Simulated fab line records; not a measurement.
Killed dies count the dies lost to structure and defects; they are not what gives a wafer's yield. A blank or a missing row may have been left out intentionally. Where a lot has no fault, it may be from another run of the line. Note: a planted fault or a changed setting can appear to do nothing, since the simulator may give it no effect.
One fault through the eyes of 2 desks | flow berkeley-cmos170 | each desk holds nothing but its own numbers, with what lay behind them at the end

## THE TOOL OWNER'S DESK: pvd-sputter-04
The tool's own readings at UCB170_SILICIDE_SPUTTER_01 (material Ti, target thk 30 nm, time 25 s): means of the sampled wafers that have a number, for each lot that ran on this tool. Marked OUT: a lot whose mean sits more than 4 standard deviations from the usual mean, which makes it out of limits; the brackets give that distance.
Columns: A = cathode-dc-power-W at UCB170_SILICIDE_SPUTTER_01, usual 1500.0 W; B = throttle-valve-pct at UCB170_SILICIDE_SPUTTER_01, usual 30.4 %
lot  | first seen here | A                        | B
L828 | day 6 23:53     | 1500.0                   | 30.9
L835 | day 9 06:23     | 1687.6 (+99 or more) OUT | 30.7
L838 | day 9 16:50     | 1875.5 (+99 or more) OUT | 29.7
This desk's finding: out of limits on L835, L838; first on L835, day 9 06:23 (cathode-dc-power-W at UCB170_SILICIDE_SPUTTER_01). L828 stayed within limits.

## THE METROLOGY DESK
Lot by lot, what the gauges showed, no matter which tool ran the lot: averages of those sampled wafers that carry a number. Marked OUT: a lot whose mean sits more than 4 standard deviations from the usual mean, which makes it out of limits; the brackets give that distance.
Columns: A = PSD_RS at UCB170_SDANNEAL_RS_MEAS_02, usual 75.53 ohm/sq; B = NSD_RS at UCB170_SDANNEAL_RS_MEAS_03, usual 37.42 ohm/sq; C = PLDD_RS at UCB170_SDANNEAL_RS_MEAS_04, usual 1031.7 ohm/sq; D = NLDD_RS at UCB170_SDANNEAL_RS_MEAS_05, usual 616.0 ohm/sq; E = SILICIDE_TI_RS at UCB170_SILICIDE_RS_MEAS_02, usual 26.2 ohm/sq; F = SILICIDE_TI_THK at UCB170_SILICIDE_THK_MEAS_03, usual 29.9 nm
lot  | first seen here | A     | B     | C      | D     | E               | F
L828 | day 6 23:22     | 75.36 | 37.23 | 1027.3 | 615.4 | 26.3            | 29.8
L827 | day 6 23:38     | 76.10 | 37.51 | 1030.5 | 615.8 | 26.7            | 29.4
L835 | day 9 05:51     | 75.43 | 37.31 | 1032.6 | 615.2 | 23.0 (-7.9) OUT | 34.0 (+9.4) OUT
L837 | day 9 15:19     | 75.56 | 37.52 | 1030.4 | 615.8 | 25.8            | 30.2
L838 | day 9 16:19     | 75.73 | 37.40 | 1031.1 | 619.1 | 20.7 (-14) OUT  | 37.7 (+18) OUT
L845 | day 11 11:07    | 75.87 | 37.45 | 1029.7 | 616.7 | 26.3            | 29.7
This desk finds L835, L838 out of limits, with the earliest case on L835 at day 9 06:25 (SILICIDE_TI_RS at UCB170_SILICIDE_RS_MEAS_02). L828, L827, L837, L845 stayed within limits.

## PUT TOGETHER
An alarm could have come from the tool owner's desk at day 9 06:23, on L835, L838.
The metrology desk could have raised an alarm at day 9 06:25, on L835, L838.
All the named lots went through UCB170_SILICIDE_SPUTTER_01 on pvd-sputter-04.

## WHAT WAS PUT IN BY THE SIMULATOR
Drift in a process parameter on pvd-sputter-04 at UCB170_SILICIDE_SPUTTER_01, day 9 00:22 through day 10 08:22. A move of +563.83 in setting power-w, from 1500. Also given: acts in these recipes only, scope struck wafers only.
Shown lots that were struck: L835, L838.
Hours from the fault's start to each desk's first reading out of limits: the tool owner's desk, 6; the metrology desk, 6.
